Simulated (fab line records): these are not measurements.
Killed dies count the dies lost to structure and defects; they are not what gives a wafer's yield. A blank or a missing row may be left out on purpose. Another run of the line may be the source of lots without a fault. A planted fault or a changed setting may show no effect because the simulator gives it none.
Which tool was responsible? | flow rit cmos | Sampling: 14 lots, 42 wafers, 2 of 202 route steps

## WHAT EACH GAUGE READ, for each wafer
RIT_SDANNEAL_RS_MEAS_04: measures by four-point-probe. Usual: for PSD_RS the level is 116.1 ohm/sq and the standard deviation is 0.3.
lot  | measured    | on            | PSD_RS (ohm/sq)               | flag
L722 | day 3 00:52 | film metro-04 | 116.6 116.2 115.9             |
L723 | day 3 07:04 | film metro-04 | 116.1 116.4 116.2             |
L724 | day 3 11:57 | film metro-02 | 116.5 116.0 116.1             |
L725 | day 3 17:50 | film metro-04 | 115.8 115.6 115.8             |
L726 | day 3 21:46 | film metro-01 | 116.0 116.2 116.3             |
L727 | day 4 01:59 | film metro-04 | 116.1 116.1 115.9             |
L729 | day 4 12:40 | film metro-04 | 98.4 97.9 98.5 98.3 97.9 98.3 | OFF
L731 | day 4 22:20 | film metro-01 | 97.8 97.7 97.8 97.6 97.6 98.1 | OFF
L738 | day 6 09:35 | film metro-02 | 116.2 116.2 116.3             |
L740 | day 6 19:25 | film metro-01 | 115.8 116.0 116.0             |
L742 | day 7 06:02 | film metro-01 | 116.5 116.0 116.3             |
L743 | day 7 10:10 | film metro-04 | 116.2 116.3 116.4             |
L744 | day 7 15:01 | film metro-04 | 116.3 116.4 116.9             |
L745 | day 7 19:34 | film metro-02 | 115.9 115.9 115.9             |

## TOOL THAT RAN EACH LOT (tool first, then ch and the chambers of the sampled wafers, then the start)
lot  | RIT_SDANNEAL_RTA_03
L722 | rtp anneal-02 ch 0, day 3 00:47
L723 | rtp anneal-01 ch 0, day 3 06:58
L724 | rtp anneal-02 ch 0, day 3 11:54
L725 | rtp anneal-01 ch 0, day 3 17:46
L726 | rtp anneal-02 ch 0, day 3 21:42
L727 | rtp anneal-01 ch 0, day 4 01:55
L729 | rtp anneal-01 ch 0, day 4 12:33
L731 | rtp anneal-01 ch 0, day 4 22:06
L738 | rtp anneal-02 ch 0, day 6 09:31
L740 | rtp anneal-02 ch 0, day 6 19:20
L742 | rtp anneal-02 ch 0, day 7 05:58
L743 | rtp anneal-01 ch 0, day 7 10:05
L744 | rtp anneal-02 ch 0, day 7 14:58
L745 | rtp anneal-01 ch 0, day 7 19:31
- RIT_SDANNEAL_RTA_03: time 5 s.

## WHAT THE TOOLS THEMSELVES READ (means of the sampled wafers that have a number; where no wafer has one, the mark that the record gives instead)
RIT_SDANNEAL_RTA_03. Usual: wafer_temp_C_max 1053.5, standard deviation 1.2.
lot  | tool          | wafer_temp_C_max | flag
L722 | rtp anneal-02 | 1052.7           |
L723 | rtp anneal-01 | 1055.4           |
L724 | rtp anneal-02 | 1054.2           |
L725 | rtp anneal-01 | 1053.6           |
L726 | rtp anneal-02 | 1053.6           |
L727 | rtp anneal-01 | 1054.0           |
L729 | rtp anneal-01 | 1054.9           |
L731 | rtp anneal-01 | 1054.1           |
L738 | rtp anneal-02 | 1053.1           |
L740 | rtp anneal-02 | 1053.8           |
L742 | rtp anneal-02 | 1053.5           |
L743 | rtp anneal-01 | 1052.1           |
L744 | rtp anneal-02 | 1053.3           |
L745 | rtp anneal-01 | 1054.2           |

## THE ANSWER, worked out from the rows above alone
Rule: a lot counts as off when the mean over its wafers that have a number is more than 3 standard deviations away from the usual mean. Also off: a lot with no number at a reading for which 4 or more lots have one. The other lots that the step has rows for count as sound. The gauges are gone through in route order, then the tools' own readings, and for those a lot's mean is taken as printed above. The first step at which some lot is off is used, and at that step the reading that is off furthest; a lot without a number counts as furthest.
Off: L729, L731, seen at RIT_SDANNEAL_RS_MEAS_04 (PSD_RS).
A tool fits if, at a process step before that reading, it ran every lot that is off, and no sound lot after the first of them. Gauges at RIT_SDANNEAL_RS_MEAS_04: tried the same way as those tools. Not one of the candidates tried fits.

## WHAT WAS PUT IN BY THE SIMULATOR
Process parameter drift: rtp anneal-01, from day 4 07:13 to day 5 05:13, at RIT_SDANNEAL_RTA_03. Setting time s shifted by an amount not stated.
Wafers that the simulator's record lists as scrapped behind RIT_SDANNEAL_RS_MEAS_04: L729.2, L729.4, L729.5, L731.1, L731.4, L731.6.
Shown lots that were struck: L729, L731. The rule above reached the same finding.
